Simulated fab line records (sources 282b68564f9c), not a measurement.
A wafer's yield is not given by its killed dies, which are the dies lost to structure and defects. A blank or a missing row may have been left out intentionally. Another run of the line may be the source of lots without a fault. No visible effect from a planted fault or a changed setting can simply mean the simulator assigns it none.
Which tool was responsible? -- flow rit-cmos -- Sampling: 14 lots, 42 wafers, 4 of 202 route steps

== WHAT THE GAUGES READ, wafer by wafer ==
RIT_SDANNEAL_RS_MEAS_05: measurement is done with a four-point probe.
lot,measured,on,NSD_RS (ohm/sq)
L219,day 3 08:11,film-metro-03,84.0 83.9 83.9
L220,day 3 14:49,film-metro-03,84.4 84.2 84.2
L221,day 3 18:20,film-metro-01,84.4 84.2 84.3
L222,day 4 00:59,film-metro-03,84.1 84.2 84.3
L224,day 4 08:22,film-metro-01,84.6 84.2 84.6
L225,day 4 10:40,film-metro-03,84.2 84.1 84.1
L226,day 4 19:28,film-metro-01,85.2 85.0 85.3
L229,day 5 11:42,film-metro-01,84.7 84.6 85.1
L230,day 5 14:59,film-metro-03,84.3 84.1 84.3
L231,day 5 15:50,film-metro-02,84.5 84.8 84.8
L233,day 6 06:14,film-metro-03,84.5 84.5 84.2
L238,day 7 19:54,film-metro-01,84.5 84.5 84.8
L239,day 8 01:49,film-metro-01,84.2 84.1 84.1
L242,day 8 12:10,film-metro-02,84.3 84.5 84.4

RIT_CONTACT_CD_MEAS_08: the cd target is 1000 nm.
lot,measured,on,cd-nm (nm)
L219,day 3 10:17,cd-sem-02,1002.6 1004.3 1003.9
L220,day 3 16:56,cd-sem-01,999.8 999.7 1000.9
L221,day 3 20:19,cd-sem-01,999.1 999.4 999.4
L222,day 4 02:56,cd-sem-01,1002.0 1004.1 1002.4
L224,day 4 10:31,cd-sem-01,1000.5 1001.2 998.4
L225,day 4 12:37,cd-sem-02,1001.0 1000.3 1000.6
L226,day 4 21:50,cd-sem-01,1003.3 1001.6 1002.9
L229,day 5 13:53,cd-sem-01,998.8 997.6 998.3
L230,day 5 16:57,cd-sem-02,1001.9 1000.5 1000.9
L231,day 5 17:51,cd-sem-01,1002.6 1004.8 1004.5
L233,day 6 08:12,cd-sem-01,1000.4 998.5 996.9
L238,day 7 21:51,cd-sem-02,998.1 999.3 995.0
L239,day 8 03:58,cd-sem-01,1001.4 999.0 999.8
L242,day 8 14:07,cd-sem-01,1000.1 997.4 996.9

== TOOL THAT RAN EACH LOT (tool first, then ch and the chambers of the sampled wafers, then the start) ==
lot,RIT_FOX2_OXIDATION_00,RIT_NRETRO_STRIP_09
L219,"furnace-01 ch 0, day 1 22:47","plasma-asher-04 ch 0,1, day 2 11:07"
L220,"furnace-01 ch 0, day 2 02:59","plasma-asher-01 ch 0,1, day 2 16:13"
L221,"furnace-01 ch 0, day 2 04:24","plasma-asher-02 ch 0,1, day 2 16:48"
L222,"furnace-04 ch 0, day 2 10:22","plasma-asher-02 ch 0,1, day 3 00:46"
L224,"furnace-03 ch 0, day 2 18:38","plasma-asher-01 ch 1, day 3 07:01"
L225,"furnace-03 ch 0, day 3 00:14","plasma-asher-01 ch 0, day 3 12:53"
L226,"furnace-03 ch 0, day 3 07:32","plasma-asher-02 ch 0,1, day 3 19:56"
L229,"furnace-01 ch 0, day 4 01:56","plasma-asher-02 ch 0,1, day 4 14:24"
L230,"furnace-01 ch 0, day 4 03:14","plasma-asher-02 ch 0,1, day 4 18:04"
L231,"furnace-01 ch 0, day 4 05:49","plasma-asher-01 ch 0,1, day 4 19:27"
L233,"furnace-03 ch 0, day 4 17:53","plasma-asher-04 ch 0,1, day 5 06:36"
L238,"furnace-03 ch 0, day 6 00:37","plasma-asher-01 ch 0,1, day 6 13:37"
L239,"furnace-03 ch 0, day 6 03:01","plasma-asher-04 ch 0,1, day 6 17:32"
L242,"furnace-01 ch 0, day 6 13:21","plasma-asher-04 ch 0,1, day 7 03:42"
- RIT_FOX2_OXIDATION_00: target thk 350.7 nm, ox time 1158 s.
- RIT_NRETRO_STRIP_09: strips in O2, time 180 s.

== WHAT THE TOOLS THEMSELVES READ (means of the sampled wafers that have a number; where no wafer has one, the mark that the record gives instead) ==
RIT_FOX2_OXIDATION_00.
lot,tool,spike-tc-source-C (C)
L219,furnace-01,1121
L220,furnace-01,1122
L221,furnace-01,1121
L222,furnace-04,1126
L224,furnace-03,1128
L225,furnace-03,1128
L226,furnace-03,1128
L229,furnace-01,1120
L230,furnace-01,1121
L231,furnace-01,1121
L233,furnace-03,1129
L238,furnace-03,1127
L239,furnace-03,1128
L242,furnace-01,1121

RIT_NRETRO_STRIP_09.
lot,tool,drypump-motor-current-A (A),rf-refl-power-W (W)
L219,plasma-asher-04,6.0,5.3
L220,plasma-asher-01,5.1,7.8
L221,plasma-asher-02,5.6,7.7
L222,plasma-asher-02,6.0,8.1
L224,plasma-asher-01,5.2,9.3
L225,plasma-asher-01,5.1,6.4
L226,plasma-asher-02,5.6,7.5
L229,plasma-asher-02,6.0,8.2
L230,plasma-asher-02,6.0,8.2
L231,plasma-asher-01,5.1,7.3
L233,plasma-asher-04,6.0,5.3
L238,plasma-asher-01,5.2,8.4
L239,plasma-asher-04,6.0,5.4
L242,plasma-asher-04,6.2,5.4

== THE ANSWER, worked out from the rows above alone ==
Rule: the lots themselves supply what counts as usual. Put in order of their means at a reading, lots are off if they are a third of the lots or fewer, leave a main group of 4 or more, and stand apart from it by a gap of 3 or more times the standard deviation of the main group's means; of several such gaps the widest counts. A main group whose means are all the same, to the digits that the tables above print for the reading, isn't used. Also off: a lot with no number at a reading for which 4 or more lots have one. Where the step has rows for the other lots, those lots are counted as sound. First the gauges in route order, then the tools' own readings, where a lot's mean is used as printed above. At the first step where some lot is off, the reading lying furthest off is the one used; lots without a number count as furthest.
Nothing can be told from this: no lot is off at any reading shown.

== WHAT HAD BEEN PUT IN BY THE SIMULATOR ==
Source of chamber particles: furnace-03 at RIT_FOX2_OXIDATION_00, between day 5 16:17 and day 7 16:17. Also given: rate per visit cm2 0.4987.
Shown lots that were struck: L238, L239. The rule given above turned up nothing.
